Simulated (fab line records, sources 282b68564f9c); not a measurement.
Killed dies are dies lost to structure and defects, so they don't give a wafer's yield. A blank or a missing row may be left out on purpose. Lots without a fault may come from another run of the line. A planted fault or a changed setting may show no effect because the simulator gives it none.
fab line records | flow rit_cmos
record lots=6 wafers=18 last_day=7
route steps=202 shown PRETRO@72 GATE@75 FOX2@80 REOX@98 NLDD@103 SPACER@125
lots that met no fault: from a run of the same line without faults
start_h: hours from the record's first day to the start of the lot's first wafer shown | wait_h: hours since the lot's step before | " the same as in the row above | L1.1+2: a row that stands for several wafers | - no value, or no start given | * or withheld: withheld | < > ~ a bound
route shown NAME@n: a module of which the file shows steps, and the number in the route of the first | usual: mean/standard deviation of fault-free wafers | same: alike in all rows | chamber/n: place in a boat | sites: the reading at each site | _std_site: their standard deviation | _edge_site: outer sites' mean less inner sites' | radius_mm: how far each site lies from the wafer's centre | mask NAME#n: copy n | behind: the tool/chamber that last shaped the wafer | hold: why the lot was held/for how many hours/how that ended | device: the transistor (n, p or np) that didn't switch | end of line: the same wafers' tests at the end of the route | a step without rows: its recipe alone | killed: dies lost to structure and defects at the first sort, not the wafer's yield | map: a wafer's dies, x killed, . not, _ none there
set.NAME: the setting as run; set.NAME@STEP: as run at that earlier step | model.NAME: the simulator's own value behind a step, which no gauge read
lots at some steps of the route; a table a step, a row a wafer
services: from which hour (start_h, from the record's first day; less than 0 if before it) a tool's chamber was out of use, for how many hours, and why
## steps
# step RIT_PRETRO_IMPLANT_08
# recipe species=B energy_kev=45 dose_cm2=1.2e+13 tilt_deg=7
# step RIT_PRETRO_STRIP_09
# recipe chemistry=O2 time_s=180 resist=NOVOLAK platen_temp_c=withheld power_w=500 pressure_mtorr=4000 o2_flow_sccm=4000
# usual chamber_pressure_mTorr=4000/3.6 drypump_motor_current_A=5.5/0.46
# columns lot.wafer tool chamber start_h wait_h chamber_pressure_mTorr drypump_motor_current_A rf_hours_counter_h
L409.2 plasma_asher-01 0 40.99 0.1 4008 5.1 39
L409.4 " 0 " " 4003 5.1 -
L409.5 " 0 " " 3991 5.1 -
L411.1 plasma_asher-03 1 52.15 0.1 3992 5.7 26
L411.4 " 1 " " 4003 5.7 -
L411.6 " 1 " " 3995 5.7 -
L415.3 plasma_asher-03 0 71.13 0.1 3999 5.9 -
L415.4 " 1 " " 4010 5.7 -
L415.5 " 0 " " 4007 6.0 -
L416.1 plasma_asher-04 0 75.97 0.1 4003 4.8 43
L416.2 " 1 " " 4005 5.2 43
L416.5 " 0 " " 4003 4.8 -
L424.1 plasma_asher-03 0 117.21 0.1 3999 6.0 31
L424.4 " 0 " " 4000 6.0 -
L424.5 " 0 " " 4004 6.0 -
L428.1 plasma_asher-04 1 136.04 0.1 4002 5.2 2
L428.3 " 0 " " 3999 4.8 -
L428.6 " 0 " " 3998 4.8 -
# step RIT_PRETRO_TW_MEAS_10
# usual PRETRO_TW=479/7.6
# columns lot.wafer tool chamber start_h wait_h PRETRO_TW
L409.2 film_metro-01 - 41.18 0.1 467
L409.4 " - " " 466
L409.5 " - " " 470
L411.1 film_metro-01 - 52.33 0.1 470
L411.4 " - " " 471
L411.6 " - " " 472
L415.3 film_metro-04 - 71.27 0.1 480
L415.4 " - " " 479
L415.5 " - " " 480
L416.1 film_metro-01 - 76.14 0.1 468
L416.2 " - " " 470
L416.5 " - " " 468
L424.1 film_metro-04 - 117.39 0.1 483
L424.4 " - " " 485
L424.5 " - " " 484
L428.1 film_metro-04 - 136.22 0.1 484
L428.3 " - " " 485
L428.6 " - " " 483
# step RIT_GATE_WET_ETCH_00
# recipe chemistry=BOE target=SiO2 target_depth_nm=56 time_s=60 dry=n2_spin dilution=10:1 temp_c=21.5
# step RIT_GATE_CLEAN_01
# recipe chemistry=SC1 mix=3:3:50 time_s=600 temp_c=75
# step RIT_GATE_CLEAN_02
# recipe chemistry=dHF dilution=50:1 time_s=30
# step RIT_GATE_CLEAN_03
# recipe chemistry=SC2 mix=3:3:50 time_s=600 temp_c=75 dry=n2_spin
# step RIT_GATE_CLEAN_04
# recipe chemistry=dHF dilution=50:1 time_s=60 dry=n2_spin
# step RIT_FOX2_THK_MEAS_91
# recipe reads=SiO2_of_FOX2_OXIDATION_00
# usual FIELD_OXIDE_LEFT_2_THK=257/6.1
# columns lot.wafer tool chamber start_h wait_h FIELD_OXIDE_LEFT_2_THK[nm]
L409.2 film_metro-03 - 41.66 0.0 257
L409.4 " - " " 255
L409.5 " - " " 259
L411.1 film_metro-03 - 52.81 0.0 271
L411.4 " - " " 261
L411.6 " - " " 264
L415.3 film_metro-03 - 71.75 0.0 264
L415.4 " - " " 265
L415.5 " - " " 268
L416.1 film_metro-01 - 76.62 0.0 255
L416.2 " - " " 259
L416.5 " - " " 256
L424.1 film_metro-01 - 117.92 0.1 260
L424.4 " - " " 258
L424.5 " - " " 261
L428.1 film_metro-02 - 136.69 0.0 252
L428.3 " - " " 253
L428.6 " - " " 254
# step RIT_GATE_OXIDATION_05
# recipe temp_c=900 ambient=O2 target_thk_a=30 ox_time_s=270
# step RIT_GATE_ANNEAL_06
# recipe temp_c=900 time_s=600 ambient=N2O
# step RIT_GATE_THK_MEAS_07
# recipe reads=SiO2_of_GATE_OXIDATION_05
# usual GATE_OXIDE_THK=3.03/0.064
# columns lot.wafer tool chamber start_h wait_h GATE_OXIDE_THK[nm]
L409.2 film_metro-02 - 43.39 0.0 3.03
L409.4 " - " " 3.02
L409.5 " - " " 3.05
L411.1 film_metro-01 - 55.16 0.0 3.09
L411.4 " - " " 3.06
L411.6 " - " " 3.09
L415.3 film_metro-03 - 73.40 0.0 3.03
L415.4 " - " " 2.85
L415.5 " - " " 3.00
L416.1 film_metro-02 - 82.01 0.0 2.93
L416.2 " - " " 2.98
L416.5 " - " " 3.00
L424.1 film_metro-01 - 121.11 0.0 3.02
L424.4 " - " " 3.01
L424.5 " - " " 2.95
L428.1 film_metro-02 - 139.39 0.0 2.94
L428.3 " - " " 3.00
L428.6 " - " " 2.96
# step RIT_GATE_CVD_08
# recipe material=poly-Si target_thk_nm=250 temp_c=610 precursor=SiH4 time_s=2220 pressure_mtorr=300 sih4_flow_sccm=100
# usual spike_tc_load_C=630.4/2.9 spike_tc_source_C=630/3.8 susceptor_temp_C=609.93/0.26
# columns lot.wafer tool chamber start_h wait_h spike_tc_load_C spike_tc_source_C susceptor_temp_C
L409.2 lpcvd-01 0 43.44 0.0 630.2 624 610.35
L409.4 " 0 " " 629.8 624 610.04
L409.5 " 0 " " 629.9 622 610.28
L411.1 lpcvd-02 1 55.22 0.1 626.7 634 609.67
L411.4 " 1 " " 627.8 632 609.95
L411.6 " 1 " " 626.5 635 609.99
L415.3 lpcvd-01 1 73.44 0.0 632.1 631 610.05
L415.4 " 1 " " 632.5 631 609.73
L415.5 " 1 " " 631.4 633 609.92
L416.1 lpcvd-01 1 82.07 0.1 630.9 632 609.88
L416.2 " 1 " " 631.1 632 609.90
L416.5 " 1 " " 634.2 630 610.19
L424.1 lpcvd-02 0 121.45 0.3 633.5 629 610.24
L424.4 " 0 " " 631.8 627 610.14
L424.5 " 0 " " 632.4 629 610.29
L428.1 lpcvd-02 0 139.45 0.1 634.5 628 610.64
L428.3 " 0 " " 634.3 628 609.87
L428.6 " 0 " " 634.7 629 610.18
# step RIT_GATE_THK_MEAS_09
# recipe reads=poly-Si_of_GATE_CVD_08
# usual GATE_POLY_THK=250.6/2.1
# columns lot.wafer tool chamber start_h wait_h hold GATE_POLY_THK[nm]
L409.2 film_metro-01 - 45.06 0.0 - 251.5
L409.4 " - " " - 249.1
L409.5 " - " " - 251.0
L411.1 film_metro-01 - 56.84 0.0 - 252.0
L411.4 " - " " - 250.1
L411.6 " - " " - 250.8
L415.3 film_metro-02 - 75.08 0.0 await_dispo/0.2h/release 224.8
L415.4 " - " " await_dispo/0.2h/release 223.1
L415.5 " - " " await_dispo/0.2h/release 224.7
L415.3 film_metro-02 - 75.30 0.2 - 224.7
L415.4 " - " " - 223.2
L415.5 " - " " - 224.6
L416.1 film_metro-01 - 83.69 0.0 await_dispo/0.2h/release 224.3
L416.2 " - " " await_dispo/0.2h/release 221.6
L416.5 " - " " await_dispo/0.2h/release 220.5
L416.1 film_metro-01 - 84.03 0.3 - 224.2
L416.2 " - " " - 221.6
L416.5 " - " " - 220.5
L424.1 film_metro-01 - 123.06 0.0 - 245.8
L424.4 " - " " - 247.8
L424.5 " - " " - 249.9
L428.1 film_metro-02 - 141.88 0.0 - 251.0
L428.3 " - " " - 250.1
L428.6 " - " " - 250.0
# step RIT_GATE_COAT_11
# recipe resist=NOVOLAK spin_rpm=4250 resist_thk_nm=850
# step RIT_GATE_SOFTBAKE_12
# recipe resist=NOVOLAK temp_c=90 time_s=60
# step RIT_GATE_EXPOSE_13
# recipe mask_id=M6 na=0.6 source_shape=conventional sigma_outer=0.6 target_cd_nm=150 dose_mj=380
# step RIT_GATE_PEB_14
# recipe resist=NOVOLAK temp_c=withheld time_s=withheld
# step RIT_GATE_DEVELOP_15
# recipe resist=NOVOLAK develop_time_s=50 dev_temp_c=23
# step RIT_GATE_CD_MEAS_16
# recipe target_cd_nm=150
# usual cd_nm=150.0/2.4
# columns lot.wafer tool chamber start_h wait_h cd_nm
L409.2 cd_sem-01 - 46.16 - 143.6
L409.4 " - " " 143.7
L409.5 " - " " 144.5
L411.1 cd_sem-01 - 57.80 - 149.5
L411.4 " - " " 148.8
L411.6 " - " " 147.9
L415.3 cd_sem-02 - 80.41 - 152.0
L415.4 " - " " 152.4
L415.5 " - " " 152.0
L416.1 cd_sem-02 - 87.85 - 149.6
L416.2 " - " " 147.2
L416.5 " - " " 148.5
L424.1 cd_sem-01 - 124.10 - 146.2
L424.4 " - " " 148.0
L424.5 " - " " 146.3
L428.1 cd_sem-01 - 143.08 - 147.4
L428.3 " - " " 147.5
L428.6 " - " " 148.8
# step RIT_GATE_OVL_MEAS_17
# usual GATE_OVL=-0.7/1.4
# columns lot.wafer tool chamber start_h wait_h GATE_OVL[nm]
L409.2 overlay-01 - 46.26 0.1 -0.9
L409.4 " - " " -0.2
L409.5 " - " " 0.7
L411.1 overlay-01 - 57.92 0.1 -2.1
L411.4 " - " " -0.4
L411.6 " - " " -1.5
L415.3 overlay-01 - 80.51 0.1 -1.8
L415.4 " - " " -0.3
L415.5 " - " " 1.0
L416.1 overlay-02 - 87.97 0.1 -1.0
L416.2 " - " " -2.7
L416.5 " - " " -3.1
L424.1 overlay-01 - 124.22 0.1 -0.2
L424.4 " - " " -1.3
L424.5 " - " " -1.1
L428.1 overlay-01 - 143.20 0.1 2.9
L428.3 " - " " 0.1
L428.6 " - " " 2.7
# step RIT_GATE_HARDBAKE_18
# recipe resist=NOVOLAK temp_c=140 time_s=60
# step RIT_GATE_ETCH_19
# recipe chemistry=SF6/CHF3/O2 time_s=165 SF6_flow_sccm=30 CHF3_flow_sccm=30 O2_flow_sccm=5 target=poly-Si pressure_mtorr=40 rf_w=160 target_depth_a=3125 over_etch_frac=0.25 stop_on=SiO2
# usual chamber_pressure_mTorr=40.01/0.037 drypump_motor_current_A=5.8/0.46 oes_product_au=0.848/0.015 throttle_valve_pct=10.29/0.16
# columns lot.wafer tool chamber start_h wait_h chamber_pressure_mTorr drypump_motor_current_A oes_product_au rf_hours_counter_h throttle_valve_pct
L409.2 rie_si-01 3 46.44 0.1 40.02 6.1 0.870 3 10.46
L409.4 " 2 " " 39.97 5.5 0.857 29 10.44
L409.5 " 1 " " 39.94 5.0 0.842 - 10.34
L411.1 rie_si-01 3 58.10 0.1 40.08 6.1 0.868 3 10.49
L411.4 " 1 " " 40.02 5.0 0.855 96 10.34
L411.6 " 1 " " 40.06 5.0 0.856 - 10.35
L415.3 rie_si-01 0 80.82 0.1 40.02 5.9 0.758 79 10.02
L415.4 " 3 " " 39.95 6.2 0.794 3 10.48
L415.5 " 1 " " 39.99 5.0 0.792 - 10.35
L416.1 rie_si-02 3 88.16 0.1 40.01 6.4 0.793 0 10.28
L416.2 " 2 " " 40.05 6.2 0.779 140 10.11
L416.5 " 3 " " 40.01 6.4 0.782 - 10.24
L424.1 rie_si-02 3 124.40 0.1 39.97 6.4 0.836 0 10.25
L424.4 " 3 " " 39.98 6.4 0.845 - 10.25
L424.5 " 1 " " 40.05 5.9 0.846 - 10.21
L428.1 rie_si-02 1 143.39 0.1 40.02 6.0 0.847 3 10.18
L428.3 " 2 " " 39.98 6.2 0.844 140 10.11
L428.6 " 0 " " 39.98 5.3 0.836 - 10.47
# step RIT_GATE_STRIP_20
# recipe chemistry=O2 time_s=180 resist=NOVOLAK platen_temp_c=withheld power_w=500 pressure_mtorr=4000 o2_flow_sccm=4000
# usual chamber_pressure_mTorr=4000/3.7 drypump_motor_current_A=5.7/0.57
# columns lot.wafer tool chamber start_h wait_h chamber_pressure_mTorr drypump_motor_current_A rf_hours_counter_h
L409.2 plasma_asher-02 0 46.55 0.1 3993 6.4 41
L409.4 " 1 " " 4003 5.7 -
L409.5 " 1 " " 3998 5.7 -
L411.1 plasma_asher-01 1 58.21 0.1 4007 6.1 41
L411.4 " 1 " " 4000 6.1 -
L411.6 " 1 " " 4005 6.0 -
L415.3 plasma_asher-04 0 80.99 0.1 4001 4.8 -
L415.4 " 1 " " 3992 5.2 -
L415.5 " 1 " " 3996 5.2 -
L416.1 plasma_asher-02 1 88.27 0.1 3999 5.7 45
L416.2 " 0 " " 4004 6.5 45
L416.5 " 0 " " 3995 6.5 -
L424.1 plasma_asher-01 1 124.51 0.1 4003 6.1 49
L424.4 " 0 " " 4000 5.1 -
L424.5 " 1 " " 3992 6.1 -
L428.1 plasma_asher-02 1 143.49 0.1 4001 5.7 52
L428.3 " 0 " " 4002 6.5 -
L428.6 " 1 " " 4003 5.7 -
# step RIT_GATE_CD_MEAS_90
# recipe target_cd_nm=150
# usual cd_nm=150.0/2.4
# columns lot.wafer tool chamber start_h wait_h cd_nm
L409.2 cd_sem-02 - 46.75 0.1 143.1
L409.4 " - " " 143.9
L409.5 " - " " 144.5
L411.1 cd_sem-01 - 58.39 0.1 149.2
L411.4 " - " " 148.7
L411.6 " - " " 147.6
L415.3 cd_sem-02 - 81.14 0.1 152.2
L415.4 " - " " 152.3
L415.5 " - " " 152.1
L416.1 cd_sem-01 - 88.44 0.1 149.7
L416.2 " - " " 147.0
L416.5 " - " " 148.5
L424.1 cd_sem-02 - 124.69 0.1 146.5
L424.4 " - " " 148.5
L424.5 " - " " 146.5
L428.1 cd_sem-01 - 143.67 0.1 147.1
L428.3 " - " " 147.0
L428.6 " - " " 149.0
# step RIT_REOX_CLEAN_00
# recipe chemistry=SC1 mix=3:3:50 time_s=600 temp_c=75
# step RIT_REOX_CLEAN_01
# recipe chemistry=dHF dilution=50:1 time_s=30
# step RIT_REOX_CLEAN_02
# recipe chemistry=SC2 mix=3:3:50 time_s=600 temp_c=75 dry=n2_spin
# step RIT_REOX_OXIDATION_03
# recipe temp_c=900 ambient=O2 target_thk_a=252 ox_time_s=5580
# usual ox_temp_c_max=904.1/0.87 spike_tc_load_C=927.3/1.6 spike_tc_source_C=924.9/1.9
# columns lot.wafer tool chamber start_h wait_h ox_temp_c_max spike_tc_load_C spike_tc_source_C model.SiO2_of_REOX_OXIDATION_03.thk_nm
L409.2 furnace-04 0 47.21 0.0 904.7 929.2 923.3 25.33
L409.4 " 0 " " 904.0 930.0 923.2 25.09
L409.5 " 0 " " 903.6 929.1 922.6 25
L411.1 furnace-02 0 58.87 0.0 904.0 928.6 926.6 25.31
L411.4 " 0 " " 905.8 927.2 925.8 25.41
L411.6 " 0 " " 905.3 925.9 927.6 25.7
L415.3 furnace-04 0 82.01 0.2 903.8 929.1 922.2 25.31
L415.4 " 0 " " 903.5 930.2 923.3 24.86
L415.5 " 0 " " 903.5 928.8 922.3 25.16
L416.1 furnace-02 0 89.20 0.0 903.9 925.4 924.9 25.4
L416.2 " 0 " " 904.1 926.8 926.6 25.76
L416.5 " 0 " " 904.0 927.9 926.7 25.67
L424.1 furnace-03 0 125.17 0.0 902.8 926.2 925.4 24.92
L424.4 " 0 " " 904.0 926.8 924.9 25.03
L424.5 " 0 " " 903.7 926.0 924.6 24.82
L428.1 furnace-02 0 144.16 0.0 903.0 926.2 925.4 25.31
L428.3 " 0 " " 905.0 927.3 926.3 24.85
L428.6 " 0 " " 904.7 925.8 926.6 25.3
# step RIT_REOX_THK_MEAS_04
# recipe reads=SiO2_of_REOX_OXIDATION_03
# usual REOX_OXIDE_THK=25.1/0.4
# columns lot.wafer tool chamber start_h wait_h REOX_OXIDE_THK[nm]
L409.2 film_metro-04 - 49.77 0.0 25.3
L409.4 " - " " 25.0
L409.5 " - " " 25.0
L411.1 film_metro-02 - 61.42 0.0 25.3
L411.4 " - " " 25.5
L411.6 " - " " 25.6
L415.3 film_metro-01 - 84.58 0.0 25.2
L415.4 " - " " 24.8
L415.5 " - " " 25.2
L416.1 film_metro-02 - 91.75 0.0 25.4
L416.2 " - " " 25.7
L416.5 " - " " 25.7
L424.1 film_metro-02 - 127.72 0.0 24.9
L424.4 " - " " 25.0
L424.5 " - " " 24.8
L428.1 film_metro-02 - 146.71 0.0 25.3
L428.3 " - " " 24.8
L428.6 " - " " 25.3
# step RIT_NLDD_HMDS_00
# recipe prime_time_s=60 prime_temp_c=140
# step RIT_NLDD_COAT_01
# recipe resist=NOVOLAK spin_rpm=3250 resist_thk_nm=1000
# step RIT_NLDD_SOFTBAKE_02
# recipe resist=NOVOLAK temp_c=90 time_s=60
# step RIT_NLDD_EXPOSE_03
# recipe mask_id=M7 na=0.57 target_cd_nm=40700 dose_mj=250
# step RIT_NLDD_PEB_04
# recipe resist=NOVOLAK temp_c=withheld time_s=withheld
# step RIT_NLDD_DEVELOP_05
# recipe resist=NOVOLAK develop_time_s=50 dev_temp_c=23
# step RIT_NLDD_OVL_MEAS_06
# usual NLDD_OVL=-0.2/1.1
# columns lot.wafer tool chamber start_h wait_h NLDD_OVL[nm]
L409.2 overlay-02 - 50.80 - -0.5
L409.4 " - " " 0.4
L409.5 " - " " -0.8
L411.1 overlay-01 - 62.46 - -0.4
L411.4 " - " " 0.1
L411.6 " - " " 1.6
L415.3 overlay-01 - 85.95 - -0.5
L415.4 " - " " -0.5
L415.5 " - " " 0.1
L416.1 overlay-01 - 93.47 - 1.8
L416.2 " - " " 0.8
L416.5 " - " " 1.7
L424.1 overlay-01 - 128.63 - -0.8
L424.4 " - " " -1.2
L424.5 " - " " -1.2
L428.1 overlay-02 - 148.03 - -2.0
L428.3 " - " " -0.8
L428.6 " - " " -2.5
# step RIT_NLDD_HARDBAKE_07
# recipe resist=NOVOLAK temp_c=140 time_s=60
# step RIT_NLDD_IMPLANT_08
# recipe species=P energy_kev=20 dose_cm2=5e+14 tilt_deg=7
# step RIT_NLDD_STRIP_09
# recipe chemistry=O2 time_s=180 resist=NOVOLAK platen_temp_c=withheld power_w=500 pressure_mtorr=4000 o2_flow_sccm=4000
# usual chamber_pressure_mTorr=4000/3.3 drypump_motor_current_A=5.8/0.47
# columns lot.wafer tool chamber start_h wait_h chamber_pressure_mTorr drypump_motor_current_A rf_hours_counter_h
L409.2 plasma_asher-04 0 51.13 0.1 4002 4.8 40
L409.4 " 0 " " 3996 4.8 -
L409.5 " 1 " " 3998 5.2 -
L411.1 plasma_asher-03 0 62.80 0.1 4004 6.0 27
L411.4 " 1 " " 4000 5.7 -
L411.6 " 1 " " 4001 5.7 -
L415.3 plasma_asher-02 0 86.33 0.1 3999 6.5 -
L415.4 " 1 " " 4003 5.8 -
L415.5 " 1 " " 4005 5.7 -
L416.1 plasma_asher-02 0 93.81 0.1 3999 6.5 45
L416.2 " 1 " " 4003 5.7 45
L416.5 " 1 " " 3996 5.7 -
L424.1 plasma_asher-02 0 128.97 0.1 3994 6.4 51
L424.4 " 0 " " 4000 6.4 -
L424.5 " 0 " " 4008 6.5 -
L428.1 plasma_asher-02 1 148.36 0.1 4006 5.7 53
L428.3 " 0 " " 3995 6.5 -
L428.6 " 1 " " 3995 5.7 -
# step RIT_NLDD_TW_MEAS_10
# usual NLDD_TW=2533/22
# columns lot.wafer tool chamber start_h wait_h NLDD_TW
L409.2 film_metro-03 - 51.32 0.1 2569
L409.4 " - " " 2557
L409.5 " - " " 2558
L411.1 film_metro-02 - 62.97 0.1 2490
L411.4 " - " " 2505
L411.6 " - " " 2493
L415.3 film_metro-02 - 86.47 0.1 2512
L415.4 " - " " 2515
L415.5 " - " " 2517
L416.1 film_metro-03 - 93.98 0.1 2554
L416.2 " - " " 2532
L416.5 " - " " 2536
L424.1 film_metro-02 - 129.15 0.1 2520
L424.4 " - " " 2523
L424.5 " - " " 2509
L428.1 film_metro-04 - 148.54 0.1 2521
L428.3 " - " " 2528
L428.6 " - " " 2542
# step RIT_SPACER_CLEAN_00
# recipe chemistry=SC1 mix=3:3:50 time_s=600 temp_c=75
# columns lot.wafer tool chamber start_h wait_h model.SiO2_of_REOX_OXIDATION_03.thk_nm
L409.2 wet_bench-02 0 52.92 0.0 23.39
L409.4 " 0 " " 23.16
L409.5 " 0 " " 23.08
L411.1 wet_bench-03 2 64.46 0.1 23.33
L411.4 " 2 " " 23.42
L411.6 " 2 " " 23.69
L415.3 wet_bench-02 0 88.32 0.0 23.36
L415.4 " 0 " " 22.97
L415.5 " 0 " " 23.23
L416.1 wet_bench-01 0 95.81 0.1 23.42
L416.2 " 0 " " 23.75
L416.5 " 0 " " 23.66
L424.1 wet_bench-02 1 130.96 0.1 22.98
L424.4 " 1 " " 23.1
L424.5 " 1 " " 22.89
L428.1 wet_bench-01 2 150.14 0.1 23.38
L428.3 " 2 " " 22.95
L428.6 " 2 " " 23.37
## services
# columns tool chamber start_h hours kind
plasma_asher-01 - 22.10 1.8 repair
rie_si-02 2 41.79 8.6 repair
rie_si-02 3 50.37 - clean
rie_si-02 3 50.37 24.1 scheduled_down
rie_si-02 3 50.37 24.1 vent_cycle
furnace-04 - 72.60 4.2 pm
furnace-03 - 74.59 3.4 pm
plasma_asher-03 - 74.96 24.9 pm
furnace-03 - 77.94 4.1 pm
plasma_asher-01 - 85.33 2.8 pm
rie_si-02 1 95.70 1.9 repair
plasma_asher-04 - 108.75 9.0 pm
plasma_asher-04 0 108.75 9.0 vent_cycle
plasma_asher-04 1 108.75 9.0 vent_cycle
plasma_asher-04 0 117.75 - clean
plasma_asher-04 1 117.75 - clean
rie_si-02 0 121.22 - clean
rie_si-02 0 121.22 12.4 scheduled_down
rie_si-02 0 121.22 12.4 vent_cycle
plasma_asher-03 - 142.42 14.6 pm
## key
first_sign step=RIT_GATE_THK_MEAS_09 reading=visit direction=added
effect step=RIT_GATE_THK_MEAS_09 reading=GATE_POLY_THK direction=down sigmas=13 usual=250.6 struck=223.2
effect step=RIT_GATE_ETCH_19 reading=oes_product_au direction=down sigmas=4.2 usual=0.848 struck=0.783
model_effect step=RIT_REOX_OXIDATION_03 value=SiO2_of_REOX_OXIDATION_03.thk_nm without=24.94 struck=25.36
model_effect step=RIT_SPACER_CLEAN_00 value=SiO2_of_REOX_OXIDATION_03.thk_nm without=23.01 struck=23.4
met_at RIT_GATE_CVD_08
struck_wafers L415.3,L415.4,L415.5,L416.1,L416.2,L416.5
sort_left_out L415.3,L415.4,L415.5,L416.1,L416.2,L416.5
tester_left_out L415,L416
fault kind=site_profile_drift tool=lpcvd-01 chamber=1 onset_h=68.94 steps=RIT_GATE_CVD_08 basis=fraction max_abs_drift=0.26933 slope_share_per_hr=134.67 site_pattern=0,0,0,0,0,-1,-1,-1,-1
# tester_left_out: of these lots the tester's yield and bins aren't shown, on N5 and GAA mostly nor the transistor test; their killed dies are dies lost to structure and defects alone, not to doping, threshold or leakage, so they don't give the yield
# sort_left_out: the simulated sort isn't trusted on such a fault, so these wafers' sort isn't shown, and their yield isn't known
